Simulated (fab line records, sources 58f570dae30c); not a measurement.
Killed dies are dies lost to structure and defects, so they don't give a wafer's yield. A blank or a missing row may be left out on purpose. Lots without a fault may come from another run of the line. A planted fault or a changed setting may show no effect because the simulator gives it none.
Which tool did it? | flow berkeley_cmos170 | 14 lots, 42 wafers sampled, at 2 steps of a route of 331

WHAT THE GAUGES READ, wafer by wafer
UCB170_SPACER_THK_MEAS_01. Usual: SPACER_TEOS_THK 377 nm, standard deviation 4.3.
lot  | measured     | on            | SPACER_TEOS_THK (nm) | flag
L133 | day 8 06:34  | film_metro-03 | 377 378 381          |
L134 | day 8 06:35  | film_metro-02 | 373 380 384          |
L132 | day 8 07:06  | film_metro-01 | 374 378 385          |
L135 | day 9 00:07  | film_metro-01 | 371 382 381          |
L136 | day 9 20:28  | film_metro-01 | 376 374 373          |
L137 | day 9 20:29  | film_metro-03 | 371 378 378          |
L140 | day 9 20:28  | film_metro-02 | 371 376 381          |
L139 | day 9 21:02  | film_metro-01 | 376 377 384          |
L141 | day 10 06:50 | film_metro-03 | 375 370 378          |
L148 | day 11 07:01 | film_metro-02 | 373 257 379          | OFF
L151 | day 12 04:53 | film_metro-03 | 378 377 387          |
L150 | day 12 04:58 | film_metro-01 | 251 378 382          | OFF
L152 | day 12 05:14 | film_metro-03 | 378 386 383          |
L155 | day 12 19:28 | film_metro-02 | 376 383 379          |

WHICH TOOL RAN EACH LOT (tool, then ch and the chambers of the sampled wafers, then the start)
lot  | UCB170_SPACER_CVD_00
L133 | pecvd-02 ch 0,1,2, day 8 06:30
L134 | pecvd-01 ch 0,1,2, day 8 06:32
L132 | pecvd-03 ch 0,1,2, day 8 07:04
L135 | pecvd-02 ch 0,1,2, day 9 00:04
L136 | pecvd-02 ch 0,1,2, day 9 20:26
L137 | pecvd-01 ch 0,1,2, day 9 20:26
L140 | pecvd-03 ch 1,2, day 9 20:26
L139 | pecvd-01 ch 0,1, day 9 20:58
L141 | pecvd-03 ch 0,2, day 10 06:47
L148 | pecvd-01 ch 0,1, day 11 06:58
L151 | pecvd-02 ch 0,2, day 12 04:50
L150 | pecvd-01 ch 1,2, day 12 04:55
L152 | pecvd-02 ch 0,2, day 12 05:11
L155 | pecvd-03 ch 0,1,2, day 12 19:25
- UCB170_SPACER_CVD_00: deposits SiO2 from TEOS/O2, target thk 376 nm, time 47 s.

WHAT THE TOOLS THEMSELVES READ (means of the sampled wafers that have a number; where no wafer has one, the mark that the record gives instead)
UCB170_SPACER_CVD_00. Usual: heater_power_w 270 W, standard deviation 53.
lot  | tool     | heater_power_w (W) | flag
L133 | pecvd-02 | 254                |
L134 | pecvd-01 | 269                |
L132 | pecvd-03 | 263                |
L135 | pecvd-02 | 284                |
L136 | pecvd-02 | 267                |
L137 | pecvd-01 | 276                |
L140 | pecvd-03 | 237                |
L139 | pecvd-01 | 252                |
L141 | pecvd-03 | 334                |
L148 | pecvd-01 | 301                |
L151 | pecvd-02 | 272                |
L150 | pecvd-01 | 238                |
L152 | pecvd-02 | 243                |
L155 | pecvd-03 | 272                |

THE ANSWER, worked out from the rows above alone
Rule: a lot is off if the mean of its wafers that have a number lies more than 3 standard deviations from the usual mean. A lot without any number at a reading at which 4 lots or more have one is off too. The other lots that the step has rows for count as sound. The gauges are gone through in route order, then the tools' own readings, and for those a lot's mean is taken as printed above. The first step at which some lot is off is used, and at that step the reading that is off furthest; a lot without a number counts as furthest.
Off: L148, L150, at UCB170_SPACER_THK_MEAS_01 (SPACER_TEOS_THK).
A tool fits if, at a process step before that reading, it ran every lot that is off, and no sound lot after the first of them. The gauges at UCB170_SPACER_THK_MEAS_01 are tried like those tools. One fits: pecvd-01 at UCB170_SPACER_CVD_00. Its last sound lot is L139 (day 9 20:58), its first lot that is off L148 (day 11 06:58): a fault that began between those two fits.

WHAT THE SIMULATOR HAD PUT IN
Process parameter drift: pecvd-01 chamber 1, from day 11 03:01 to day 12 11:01, at UCB170_SPACER_CVD_00. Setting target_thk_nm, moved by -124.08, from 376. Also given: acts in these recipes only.
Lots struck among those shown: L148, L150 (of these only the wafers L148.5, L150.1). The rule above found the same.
